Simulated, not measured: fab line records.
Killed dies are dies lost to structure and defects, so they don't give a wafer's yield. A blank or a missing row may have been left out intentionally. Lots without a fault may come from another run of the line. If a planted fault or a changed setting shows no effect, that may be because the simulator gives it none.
8D (eight disciplines) problem report, filled in by code ; flow berkeley cmos170 ; the parts of the form that need people (team, actions taken, sign-off) are left out

== 1. PROBLEM STATEMENT ==
V2_TEOS_THK at UCB170_V2_THK_MEAS_01 reads a mean of 1758 nm on 1 wafer of 1 lot; wafers without a fault read 2008 nm with a standard deviation of 23. That is -11 standard deviations from the usual mean.
First seen on wafer L432.4, day 12 05:13, on film metro-01. At this step, 39 wafers from 13 lots have a number in the record. Rule for "out" (also "out of limits"): further than 4 standard deviations from the usual mean. The other wafers with a number count as sound.

== 2. WHAT IT IS, AND WHAT IT ISN'T ==
question;is;is not
which readings at this step;V2_TEOS_THK;-
which lots;L432;L417, L419, L420, L421, L424, L425, L426, L427, L429, L430, L431, L437
which wafers of those lots;L432.4;L432.2, L432.5
read on which gauges;film metro-01;film metro-02, film metro-03
when;from day 12 05:13;"up to then (32 sound wafers); but 6 sound wafers of L430, L437 came after"

== 3. WHAT RULES OUT EACH SUSPECT ==
Counting: if a tool at a process step up to the reading ran every lot that is out, it stays a suspect. Sound lots after the first of them don't rule it out here, since some wafers of a struck lot are sound.
- the gauge at UCB170_V2_THK_MEAS_01: kept. All the wafers that are out were read on film metro-01, and no step on other tools shows them out.
- rie diel-03 at UCB170_M1_ETCH_11 (etches BARC in N2/H2): kept. It processed L432, the lot that is out, at day 11 20:53, and its most recent sound lot before then was L426 at day 10 19:49.
- pecvd-04 at UCB170_V2_CVD_00 (deposits SiO2 from TEOS/O2, target thk 2000 nm, time 250 s): kept. It processed L432, the lot that is out, at day 12 05:02, and its most recent sound lot before then was L429 at day 11 02:50.
- Within pecvd-04 at UCB170_V2_CVD_00: the wafers that are out ran in chamber 0; their sound lot-mates ran in chambers 1, 2.
Left after counting: rie diel-03 at UCB170_M1_ETCH_11, pecvd-04 at UCB170_V2_CVD_00, film metro-01 at UCB170_V2_THK_MEAS_01.

== 4. THE CAUSE (what the simulator had put in) ==
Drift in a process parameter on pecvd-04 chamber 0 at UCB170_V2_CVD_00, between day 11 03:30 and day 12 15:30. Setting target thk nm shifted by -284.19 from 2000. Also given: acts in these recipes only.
This tool is one of the 3 suspects left after counting.

== 5. SEQUENCE OF EFFECTS, ordered by route ==
Rows list readings where the struck wafers' mean (over those with a number) sits beyond 3 standard deviations from the usual. Only readings whose record carries a usual standard deviation are examined. hours: median over the lots of the time between each lot's start at the first step of this table that gives one and its start at this step. sigmas: the change, counted in usual standard deviations.
hours;step;reading;usual;on struck wafers;change;sigmas
0;UCB170_V2_THK_MEAS_01;V2_TEOS_THK;2008 nm;1758;-250;-11
At these later measuring or inspecting steps, every struck wafer for which the step has a row has a number for every such reading, and none has moved that far: UCB170_V2_CD_MEAS_90.

== 6. WHAT WOULD HAVE CAUGHT IT SOONER ==
The first out-of-limits reading at a measuring or inspecting step in this record came at day 12 05:13, 26 hours after the fault's start at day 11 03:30.
Of the tool readings at UCB170_V2_CVD_00 for which the record gives a usual standard deviation, none was out on any struck wafer, so an alarm limit of 4 standard deviations on them would not have fired.
All the lots that are out (1) had begun UCB170_V2_CVD_00 on pecvd-04 by day 12 05:13. Had the tool been put on hold then, not one of them would have been saved.
